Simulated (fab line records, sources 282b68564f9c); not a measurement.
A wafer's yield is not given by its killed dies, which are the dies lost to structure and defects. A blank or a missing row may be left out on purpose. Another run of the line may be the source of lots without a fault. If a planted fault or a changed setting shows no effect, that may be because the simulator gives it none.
Comparing a struck lot with a sound one ; flow ritCmos ; 15 out of 202 route steps
Sound: wafers L899.1, L899.3, L899.6. Wafers struck: L906.1, L906.2, L906.6. The cause is named last.
For every step that has rows: the tool of each side, followed by ch and its chambers, followed by its first start. Under that, the readings that differ: sound wafers ; struck wafers ; difference of the means ; sigmas: that difference in standard deviations of wafers without a fault.
alike: same words and numbers on both sides, and readings whose means sit less than 2 such deviations apart. not compared: any withheld reading, any reading some wafer has no value for, any bound like >300 that may hide the same value, and any number with overlapping values for which the record gives no deviation.
A row with sigmas, a row that says differs or no value, or rows on one side alone: a step with any of these is where the two part. Numbers that don't overlap but have no deviation are shown without sigmas and don't part them. Lack of a reading on every wafer of one side parts them only where that side has two or more wafers.

first, 1 step without rows for these wafers: RIT_PWELL_DEVELOP_05 (develop time 68 s).
RIT_PWELL_OVL_MEAS_06:
  sound on overlay-01 at day 1 21:50; struck on overlay-01 at day 3 09:30
  alike: PWELL_OVL
then, 2 steps without rows for these wafers: RIT_PWELL_HARDBAKE_07 (time 120 s); RIT_PWELL_IMPLANT_08.
RIT_PWELL_STRIP_09: strips in O2, time 180 s.
  sound on plasmaAsher-03 ch 0, day 1 22:16; struck on plasmaAsher-04 ch 0,1, day 3 09:56
reading;sound;struck;difference;sigmas
drypumpMotorCurrentA (A);5.98 5.96 5.97;5.39 5.29 5.30;-0.64;-3
  not compared: rfHoursCounterH
RIT_PWELL_TW_MEAS_10:
  sound on filmMetro-02 at day 1 22:26; struck on filmMetro-04 at day 3 10:07
reading;sound;struck;difference;sigmas
PWELL_TW;945 936 937;959 959 959;+20;+2
then, 1 step without rows for these wafers: RIT_WELLDRIVE_ANNEAL_00 (time 14700 s).
RIT_WELLDRIVE_RS_MEAS_01: a four-point-probe measurement.
  sound on filmMetro-03 at day 2 04:16; struck on filmMetro-02 at day 3 15:15
  alike: NWELL_RS
RIT_WELLDRIVE_RS_MEAS_02: a four-point-probe measurement.
  sound on filmMetro-03 at day 2 04:23; struck on filmMetro-02 at day 3 15:22
reading;sound;struck;difference;sigmas
PWELL_RS (ohm/sq);429.1 428.6 428.3;431.0 431.4 431.2;+2.5;+2
then, 3 steps without rows for these wafers: RIT_NRETRO_HMDS_00 (prime time 60 s); RIT_NRETRO_COAT_01 (resist thk 1300 nm); RIT_NRETRO_SOFTBAKE_02 (time 60 s).
RIT_NRETRO_EXPOSE_03: exposes mask M4, target cd 43900 nm.
  sound on ilineStepper-01 ch 0, day 2 04:57; struck on ilineStepper-01 ch 0, day 3 16:04
reading;sound;struck;difference;sigmas
mask;M4#0 M4#0 M4#0;M4_R1#0 M4_R1#0 M4_R1#0;differs;
after that, 1 step had no rows for these wafers: RIT_NRETRO_PEB_04.
RIT_M1_PROBE_99:
  sound on prober-02 at day 3 08:21; struck on prober-01 at day 4 20:33
reading;sound;struck;difference;sigmas
killedAtContacts;0 0 0;1 0 1;+1;+3
model.etest.retroEdgeNmos.offLog10AUm;-9.81 -9.838 -10.08;-9.137 -8.951 -9.107;+0.844;
  alike: killed_at_M0_to_M3, killedAtFrontEnd, killedDies, killedOpen, killedShort

## WHERE THEY PART
First at RIT_PWELL_STRIP_09; last, within this record, at RIT_M1_PROBE_99.

WHY: what had been put in by the simulator
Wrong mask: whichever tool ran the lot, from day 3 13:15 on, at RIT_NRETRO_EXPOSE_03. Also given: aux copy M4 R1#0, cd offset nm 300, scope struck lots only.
